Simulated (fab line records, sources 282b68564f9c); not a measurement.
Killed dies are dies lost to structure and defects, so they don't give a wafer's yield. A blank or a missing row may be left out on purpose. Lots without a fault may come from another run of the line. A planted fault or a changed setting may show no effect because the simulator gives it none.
Problem report in the 8D (eight disciplines) form, filled by code | flow rit_cmos | the parts of the form that need people (team, actions taken, sign-off) are left out

1. THE PROBLEM
FOX2_OXIDE_THK at RIT_FOX2_THK_MEAS_01 reads a mean of 442 nm on 6 wafers of 2 lots; wafers without a fault read 349 nm with a standard deviation of 6. That is +16 standard deviations from the usual mean.
First seen on wafer L488.1, day 3 14:07, on film_metro-03. The record holds 42 wafers of 14 lots with a number at this step. Rule for "out", or "out of limits": more than 4 standard deviations from the usual mean. The other wafers with a number count as sound.

2. WHAT IT IS AND WHAT IT IS NOT
question                    | is                           | is not
which readings at this step | FOX2_OXIDE_THK               | -
which lots                  | L488, L495                   | L480, L481, L482, L485, L486, L487, L491, L497, L499, L500, L502, L503
which wafers of those lots  | all that have a number       | -
read on which gauges        | film_metro-02, film_metro-03 | film_metro-04
when                        | from day 3 14:07             | up to then (18 sound wafers); but 18 sound wafers of L491, L497, L499, L500, L502, L503 came after

3. SUSPECTS, AND WHAT RULES EACH OUT
Counting: a tool at a process step up to the reading stays a suspect if it ran every lot that is out and no sound lot after the first of them.
- the gauge at RIT_FOX2_THK_MEAS_01: ruled out. The wafers that are out were read on 2 gauges (film_metro-02, film_metro-03).
- furnace-04 at RIT_FOX2_OXIDATION_00 (target thk 350.7 nm, ox time 1130 s): kept. It ran every lot that is out, first L488 (day 3 12:47), and no sound lot after that; its last sound lot up to then is L486 (day 3 05:09).
Left after counting: furnace-04 at RIT_FOX2_OXIDATION_00.

4. THE CAUSE (what the simulator had put in)
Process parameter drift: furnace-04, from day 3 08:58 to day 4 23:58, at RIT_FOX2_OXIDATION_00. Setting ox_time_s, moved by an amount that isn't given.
Counting left only this tool.

5. THE CHAIN OF EFFECTS, in route order
Each row: a reading whose mean over the struck wafers that have a number lies more than 3 standard deviations from the usual. Only readings for which the record gives a usual standard deviation are gone through. hours: the time from each lot's start at the first step in this table that gives one to its start at this step, as a median over the lots. sigmas: the change in usual standard deviations.
hours | step                 | reading                | usual  | on struck wafers | change | sigmas
0     | RIT_FOX2_THK_MEAS_01 | FOX2_OXIDE_THK         | 349 nm | 442              | +93    | +16
1     | RIT_FOX2_THK_MEAS_90 | FIELD_OXIDE_LEFT_1_THK | 322 nm | 415              | +93    | +15
15    | RIT_FOX2_THK_MEAS_91 | FIELD_OXIDE_LEFT_2_THK | 254 nm | 347              | +93    | +15
Later measuring or inspecting steps at which every struck wafer that the step has a row for has a number for every such reading, and none has moved that far: RIT_GATE_THK_MEAS_07.

6. WHAT WOULD HAVE CAUGHT IT SOONER
In this record the first reading out of limits at a measuring or inspecting step was taken at day 3 14:07, 5 hours after the fault began at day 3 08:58.
Of the lots that are out (2), L495 began RIT_FOX2_OXIDATION_00 on furnace-04 after day 3 14:07. A hold on the tool at that time would have spared it.
